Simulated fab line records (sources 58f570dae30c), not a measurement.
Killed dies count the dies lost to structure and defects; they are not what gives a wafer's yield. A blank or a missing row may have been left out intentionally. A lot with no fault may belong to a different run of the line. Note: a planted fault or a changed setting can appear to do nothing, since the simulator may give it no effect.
Matching of chambers :: flow berkeley_cmos170 :: UCB170_V2_CVD_00 on pecvd-03: 3 sister chambers
The step deposits SiO2 from TEOS/O2, target thk 2000 nm, time 250 s. 14 wafers are shown with their chamber, then 7 later ones without.

## WAFERS PAIRED WITH THEIR CHAMBERS
wafer: L370.1
chamber: 1
heater_power_w (W): 226

wafer: L370.3
chamber: 0
heater_power_w (W): 276

wafer: L370.4
chamber: 1
heater_power_w (W): 275

wafer: L375.3
chamber: 1
heater_power_w (W): 182

wafer: L375.4
chamber: 1
heater_power_w (W): 253

wafer: L375.6
chamber: 0
heater_power_w (W): 254

wafer: L379.2
chamber: 2
heater_power_w (W): 206

wafer: L379.5
chamber: 2
heater_power_w (W): 147

wafer: L379.6
chamber: 1
heater_power_w (W): 183

wafer: L383.1
chamber: 1
heater_power_w (W): 259

wafer: L383.2
chamber: 0
heater_power_w (W): 348

wafer: L383.6
chamber: 1
heater_power_w (W): 181

wafer: L384.2
chamber: 2
heater_power_w (W): 202

wafer: L384.3
chamber: 0
heater_power_w (W): 342

SIGNATURES, as means of the wafers listed above
reading: heater_power_w
chamber 0: 305.00
chamber 1: 222.71
chamber 2: 185.00
scatter within a chamber: 41.3
Rule: for a wafer and a chamber, the distance is found by dividing, reading by reading, the gap between the wafer's reading and the chamber's mean by the reading's scatter, squaring, summing and taking the root. If the next closest chamber is less than 2 further off than the closest, the wafer can't be placed; otherwise it belongs to the closest. The scatter is the square root of a quotient: the sum, over the shown wafers, of each reading's squared deviation from its chamber's mean, divided by wafers minus chambers.

## WAFERS WHOSE CHAMBER IS MISSING
wafer: L384.6
heater_power_w (W): 181

wafer: L385.1
heater_power_w (W): 206

wafer: L385.2
heater_power_w (W): 193

wafer: L385.5
heater_power_w (W): 256

wafer: L392.2
heater_power_w (W): 346

wafer: L392.3
heater_power_w (W): 217

wafer: L392.4
heater_power_w (W): 260

## THE CHAMBER EACH PASSED THROUGH
wafer: L384.6
from the rows above: can't be placed: 2 or 1
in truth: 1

wafer: L385.1
from the rows above: can't be placed: 1 or 2 or 0
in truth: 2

wafer: L385.2
from the rows above: can't be placed: 2 or 1
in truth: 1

wafer: L385.5
from the rows above: can't be placed: 1 or 0 or 2
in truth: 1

wafer: L392.2
from the rows above: can't be placed: 0 or 1
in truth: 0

wafer: L392.3
from the rows above: can't be placed: 1 or 2 or 0
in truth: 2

wafer: L392.4
from the rows above: can't be placed: 1 or 0 or 2
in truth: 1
Placed correctly: 0 of 7. Unplaceable from these rows: 7, with the true chamber sitting among the candidates in 7. Wrongly placed: 0.
